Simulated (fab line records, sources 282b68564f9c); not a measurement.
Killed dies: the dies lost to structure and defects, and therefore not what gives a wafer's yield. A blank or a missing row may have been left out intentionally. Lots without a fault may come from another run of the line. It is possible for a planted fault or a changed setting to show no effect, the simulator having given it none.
The same fault as seen by 2 desks || flow ritCmos || each desk holds nothing but its own numbers, with what lay behind them at the end

== DESK OF THE TOOL OWNER: implanter-03 ==
The tool's own readings at RIT_PLDD_IMPLANT_08, given as means over the sampled wafers that have a number, one for each lot that went through this tool. Any lot whose mean is over 4 standard deviations away from the usual mean is out of limits and marked OUT; that distance is given in the brackets.
Columns: A = doseIonsCm2 at RIT_PLDD_IMPLANT_08, usual 8.999e+14; B = endStationPressureTorr at RIT_PLDD_IMPLANT_08, usual 7.3e-06 Torr; C = faradayCurrentUA at RIT_PLDD_IMPLANT_08, usual 2830
{"lot": "L407", "first seen here": "day 2 23:46", "A": 8.993e+14, "B": 7.1e-06, "C": 2766}
{"lot": "L408", "first seen here": "day 3 06:52", "A": 9.003e+14, "B": 7.4e-06, "C": 2893}
{"lot": "L409", "first seen here": "day 3 10:34", "A": 8.999e+14, "B": 7.3e-06, "C": 2793}
{"lot": "L410", "first seen here": "day 3 13:36", "A": 9.006e+14, "B": 7.5e-06, "C": 2887}
{"lot": "L416", "first seen here": "day 5 06:50", "A": "1.740e+15 (+99 or more) OUT", "B": "9.5e-06 (+5.7) OUT", "C": "5504 (+45) OUT"}
{"lot": "L418", "first seen here": "day 5 08:30", "A": "1.741e+15 (+99 or more) OUT", "B": "9.4e-06 (+5.6) OUT", "C": "5451 (+44) OUT"}
This desk's finding: out of limits on L416, L418; first on L416, day 5 06:50 (doseIonsCm2 at RIT_PLDD_IMPLANT_08). In limits: L407, L408, L409, L410.

== AT THE METROLOGY DESK ==
Means of the sampled wafers that have a number, per lot and without regard to the tool the lot ran on: this is what the gauges read. Any lot whose mean is over 4 standard deviations away from the usual mean is out of limits and marked OUT; that distance is given in the brackets.
Columns: A = PLDD_TW at RIT_PLDD_TW_MEAS_10, usual 2348; B = PLDD_RS at RIT_SDANNEAL_RS_MEAS_06, usual 178.6 ohm/sq
{"lot": "L407", "first seen here": "day 3 00:04", "A": 2325, "B": 178.9}
{"lot": "L408", "first seen here": "day 3 07:11", "A": 2365, "B": 178.4}
{"lot": "L409", "first seen here": "day 3 10:53", "A": 2359, "B": 179.0}
{"lot": "L410", "first seen here": "day 3 13:56", "A": 2337, "B": 178.1}
{"lot": "L411", "first seen here": "day 4 02:08", "A": 2334, "B": 178.2}
{"lot": "L414", "first seen here": "day 4 12:49", "A": 2336, "B": 178.3}
{"lot": "L416", "first seen here": "day 5 07:07", "A": "2711 (+17) OUT", "B": "152.8 (-56) OUT"}
{"lot": "L418", "first seen here": "day 5 08:49", "A": "2760 (+20) OUT", "B": "152.7 (-56) OUT"}
{"lot": "L424", "first seen here": "day 6 15:11", "A": 2334, "B": 178.8}
{"lot": "L425", "first seen here": "day 6 19:49", "A": 2372, "B": 178.8}
{"lot": "L426", "first seen here": "day 7 01:37", "A": 2380, "B": 178.2}
{"lot": "L428", "first seen here": "day 7 16:52", "A": 2368, "B": 178.9}
{"lot": "L429", "first seen here": "day 7 20:37", "A": 2337, "B": 178.2}
{"lot": "L430", "first seen here": "day 7 23:28", "A": 2374, "B": 178.0}
Per this desk, out of limits: L416, L418; the first was L416, day 5 07:07 (PLDD_TW at RIT_PLDD_TW_MEAS_10). In limits: L407, L408, L409, L410, L411, L414, L424, L425, L426, L428, L429, L430.

== ALL TOGETHER ==
At day 5 06:50, on L416, L418, the tool owner's desk was in a position to raise an alarm.
L416, L418 would have let the metrology desk raise an alarm at day 5 07:07.
All the named lots went through RIT_PLDD_IMPLANT_08 on implanter-03.

== WHAT WAS PUT IN BY THE SIMULATOR ==
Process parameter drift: implanter-03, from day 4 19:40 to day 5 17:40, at RIT_PLDD_IMPLANT_08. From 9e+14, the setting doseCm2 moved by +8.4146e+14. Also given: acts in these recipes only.
Lots struck among those shown: L416, L418.
Hours from the fault's start to each desk's first reading out of limits: the tool owner's desk, 11; the metrology desk, 11.
